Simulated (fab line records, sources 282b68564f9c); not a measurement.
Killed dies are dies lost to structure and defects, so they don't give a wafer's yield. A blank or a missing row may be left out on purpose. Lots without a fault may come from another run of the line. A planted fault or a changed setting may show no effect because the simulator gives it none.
A struck lot beside a sound one | flow rit_cmos | 16 steps out of a route of 202
Sound: wafers L645.1, L645.4, L645.6. Struck: wafers L643.2, L643.4, L643.6. The cause comes at the end.
At each step with rows: each side's tool, then ch and its chambers, then its first start. Under that, the readings that differ: sound wafers | struck wafers | difference of the means | sigmas: that difference in standard deviations of wafers without a fault.
alike: readings whose means differ by less than 2 such deviations, and words and numbers that are the same on both sides. not compared: withheld readings, readings that some wafer has no value for, bounds like >300 that may hide the same value, and numbers for which the record gives no deviation and whose values overlap.
The two part at a step that has a row with sigmas, a row that says differs or no value, or rows on one side only. Numbers that don't overlap but have no deviation are shown without sigmas and don't part them. A reading that every wafer of one side lacks parts them only if that side has two wafers or more.

RIT_GATE_THK_MEAS_07:
  sound on film_metro-01, day 5 05:13; struck on film_metro-01, day 4 16:08
  alike: GATE_OXIDE_THK
then, 1 step without rows for these wafers: RIT_GATE_CVD_08 (deposits poly-Si from SiH4, target thk 250 nm, time 2220 s).
RIT_GATE_THK_MEAS_09:
  sound on film_metro-02, day 5 06:54; struck on film_metro-04, day 4 17:48
  alike: GATE_POLY_THK
then, 6 steps without rows for these wafers: RIT_GATE_HMDS_10 (prime time 60 s); RIT_GATE_COAT_11 (resist thk 850 nm); RIT_GATE_SOFTBAKE_12 (time 60 s); RIT_GATE_EXPOSE_13 (exposes mask M6, target cd 150 nm); RIT_GATE_PEB_14; RIT_GATE_DEVELOP_15 (develop time 51.25 s).
RIT_GATE_CD_MEAS_16: target cd 150 nm.
  sound on cd_sem-02, day 5 07:56; struck on cd_sem-01, day 4 18:43
  alike: cd_nm
RIT_GATE_OVL_MEAS_17:
  sound on overlay-02, day 5 08:04; struck on overlay-01, day 4 18:50
  alike: GATE_OVL
then, 1 step without rows for these wafers: RIT_GATE_HARDBAKE_18 (time 60 s).
RIT_GATE_ETCH_19: etches poly-Si in SF6/CHF3/O2, stops on SiO2, time 165 s, target depth 312.5 nm.
  sound on rie_si-02 ch 0,1,3, day 5 08:14; struck on rie_si-02 ch 0,2,3, day 4 19:01
  no value came back on the struck wafers for any of 5 readings (CHF3_flow_sccm (sccm), O2_flow_sccm (sccm) and others); on the sound wafers CHF3_flow_sccm (sccm) reads 29.93 29.99 29.91
  reading                                   | sound           | struck            | difference | sigmas
  model.NOVOLAK_of_GATE_COAT_11.thk_nm (nm) | 665.5 665 663.5 | 752.4 753.4 753.6 | +88.5      |
  not compared: rf_hours_counter_h, model.SiO2_of_FOX2_OXIDATION_00.thk_nm
RIT_GATE_STRIP_20: strips in O2, time 180 s.
  sound on plasma_asher-02 ch 0,1, day 5 08:21; struck on plasma_asher-03 ch 0,1, day 4 19:07
  alike: drypump_motor_current_A
  not compared: rf_hours_counter_h
RIT_GATE_CD_MEAS_90: target cd 150 nm.
  sound on cd_sem-01, day 5 08:31; struck on cd_sem-01, day 4 19:19
  reading    | sound       | struck | difference                    | sigmas
  cd_nm (nm) | 147 147 148 | - - -  | no value on the struck wafers |
RIT_M1_PROBE_99:
  sound on prober-01, day 6 04:02; struck on prober-01, day 5 15:56
  reading             | sound  | struck      | difference | sigmas
  killed_at_front_end | 9 11 4 | 264 264 264 | +256       | +78
  killed_dies         | 9 11 4 | 264 264 264 | +256       | +78
  killed_on_rim       | 1 4 0  | 70 70 70    | +68        | +49
  alike: killed_open, killed_short

WHERE THEY PART
First at RIT_GATE_ETCH_19; last, within this record, at RIT_M1_PROBE_99.

WHY: what the simulator had put in
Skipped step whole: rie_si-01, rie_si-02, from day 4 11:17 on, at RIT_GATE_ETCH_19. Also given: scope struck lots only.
